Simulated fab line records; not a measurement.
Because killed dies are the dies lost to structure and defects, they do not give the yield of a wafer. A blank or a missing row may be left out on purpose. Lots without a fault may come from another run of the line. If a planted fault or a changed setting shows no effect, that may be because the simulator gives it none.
The tool behind it: which one? :: flow rit_cmos :: 15 lots with 45 wafers sampled at 2 steps, on a route of 202 steps

== WHAT THE GAUGES SHOWED, per wafer ==
RIT_PSD_OVL_MEAS_06.
lot: L756
measured: day 3 03:50
on: overlay-02
PSD_OVL (nm): -0.6 2.2 -0.9

lot: L757
measured: day 3 11:46
on: overlay-02
PSD_OVL (nm): 0.0 -0.2 0.6

lot: L759
measured: day 3 20:43
on: overlay-02
PSD_OVL (nm): 2.3 1.7 -0.4

lot: L758
measured: day 3 21:00
on: overlay-01
PSD_OVL (nm): -0.1 -1.6 -0.9

lot: L760
measured: day 3 22:27
on: overlay-01
PSD_OVL (nm): 1.2 -0.8 1.3

lot: L762
measured: day 4 14:58
on: overlay-02
PSD_OVL (nm): -0.8 0.4 -0.2

lot: L764
measured: day 4 20:42
on: overlay-01
PSD_OVL (nm): 131.1 132.2 131.3

lot: L765
measured: day 5 02:32
on: overlay-01
PSD_OVL (nm): 132.7 130.6 131.8

lot: L766
measured: day 5 04:29
on: overlay-01
PSD_OVL (nm): 129.1 129.7 131.6

lot: L767
measured: day 5 11:30
on: overlay-01
PSD_OVL (nm): 2.2 1.4 1.4

lot: L768
measured: day 5 14:39
on: overlay-01
PSD_OVL (nm): 133.1 131.8 130.4

lot: L771
measured: day 6 03:44
on: overlay-02
PSD_OVL (nm): 0.5 0.1 -0.8

lot: L772
measured: day 6 08:40
on: overlay-01
PSD_OVL (nm): 0.7 0.4 0.9

lot: L773
measured: day 6 16:28
on: overlay-02
PSD_OVL (nm): 0.5 -0.1 -0.9

lot: L775
measured: day 7 00:17
on: overlay-01
PSD_OVL (nm): -1.5 -1.1 -0.5

== WHAT TOOL EACH LOT RAN ON (gives the tool, then ch and the chambers of the sampled wafers, and finally the start) ==
lot: L756
RIT_PSD_EXPOSE_03: iline_stepper-02 ch 0, day 3 03:22

lot: L757
RIT_PSD_EXPOSE_03: iline_stepper-01 ch 0, day 3 11:23

lot: L759
RIT_PSD_EXPOSE_03: iline_stepper-02 ch 0, day 3 20:09

lot: L758
RIT_PSD_EXPOSE_03: iline_stepper-01 ch 0, day 3 20:24

lot: L760
RIT_PSD_EXPOSE_03: iline_stepper-02 ch 0, day 3 22:04

lot: L762
RIT_PSD_EXPOSE_03: iline_stepper-02 ch 0, day 4 14:35

lot: L764
RIT_PSD_EXPOSE_03: iline_stepper-01 ch 0, day 4 20:14

lot: L765
RIT_PSD_EXPOSE_03: iline_stepper-01 ch 0, day 5 02:10

lot: L766
RIT_PSD_EXPOSE_03: iline_stepper-01 ch 0, day 5 04:07

lot: L767
RIT_PSD_EXPOSE_03: iline_stepper-02 ch 0, day 5 11:06

lot: L768
RIT_PSD_EXPOSE_03: iline_stepper-01 ch 0, day 5 14:03

lot: L771
RIT_PSD_EXPOSE_03: iline_stepper-02 ch 0, day 6 03:21

lot: L772
RIT_PSD_EXPOSE_03: iline_stepper-02 ch 0, day 6 08:16

lot: L773
RIT_PSD_EXPOSE_03: iline_stepper-02 ch 0, day 6 16:04

lot: L775
RIT_PSD_EXPOSE_03: iline_stepper-02 ch 0, day 6 23:53
- RIT_PSD_EXPOSE_03: exposes mask M10, target cd 40900 nm.

== AS READ BY THE TOOLS THEMSELVES (means over the sampled wafers that have a number; for cases with no such wafer, the mark the record gives instead) ==
RIT_PSD_EXPOSE_03.
lot: L756
tool: iline_stepper-02
reticle_temp_C (C): 22.94

lot: L757
tool: iline_stepper-01
reticle_temp_C (C): 23.06

lot: L759
tool: iline_stepper-02
reticle_temp_C (C): 23.05

lot: L758
tool: iline_stepper-01
reticle_temp_C (C): 22.70

lot: L760
tool: iline_stepper-02
reticle_temp_C (C): 22.97

lot: L762
tool: iline_stepper-02
reticle_temp_C (C): 22.98

lot: L764
tool: iline_stepper-01
reticle_temp_C (C): 22.86

lot: L765
tool: iline_stepper-01
reticle_temp_C (C): 23.12

lot: L766
tool: iline_stepper-01
reticle_temp_C (C): 22.92

lot: L767
tool: iline_stepper-02
reticle_temp_C (C): 22.80

lot: L768
tool: iline_stepper-01
reticle_temp_C (C): 23.08

lot: L771
tool: iline_stepper-02
reticle_temp_C (C): 23.13

lot: L772
tool: iline_stepper-02
reticle_temp_C (C): 22.93

lot: L773
tool: iline_stepper-02
reticle_temp_C (C): 22.94

lot: L775
tool: iline_stepper-02
reticle_temp_C (C): 22.92

== THE ANSWER, worked out from the rows above alone ==
Rule: the lots themselves supply what counts as usual. The widest of any qualifying gaps counts: lots, ordered by their means at a reading, are off when they make up no more than a third of the lots, leave a main group of 4 or more, and stand apart from it by 3 or more times the standard deviation of that group's means. The tables above print the reading to a certain number of digits; a main group whose means all agree to those digits is not used. Also off: a lot with no number at a reading for which 4 or more lots have one. Any other lot the step has rows for is counted as sound. First the gauges in route order, then the tools' own readings, where a lot's mean is used as printed above. At the first step where some lot is off, the reading lying furthest off is the one used; lots without a number count as furthest.
Off: L764, L765, L766, L768, at RIT_PSD_OVL_MEAS_06 (PSD_OVL). The main group: mean 0.2 nm, standard deviation 0.77.
If a tool, at a process step before that reading, ran all the lots that are off and no sound lot after the first of them, it fits. Gauges at RIT_PSD_OVL_MEAS_06: tried the same way as those tools. One fits: RIT_PSD_EXPOSE_03 on iline_stepper-01. A fault onset in the window from L758 (day 3 20:24, its last sound lot) to L764 (day 4 20:14, its first lot off) fits.

== WHAT THE SIMULATOR HAD PUT IN ==
Scanner matching overlay: iline_stepper-01, from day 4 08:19 on, at RIT_PSD_EXPOSE_03. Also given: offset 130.
Struck lots among those shown: L764, L765, L766, L768. The rule given above showed the same thing.
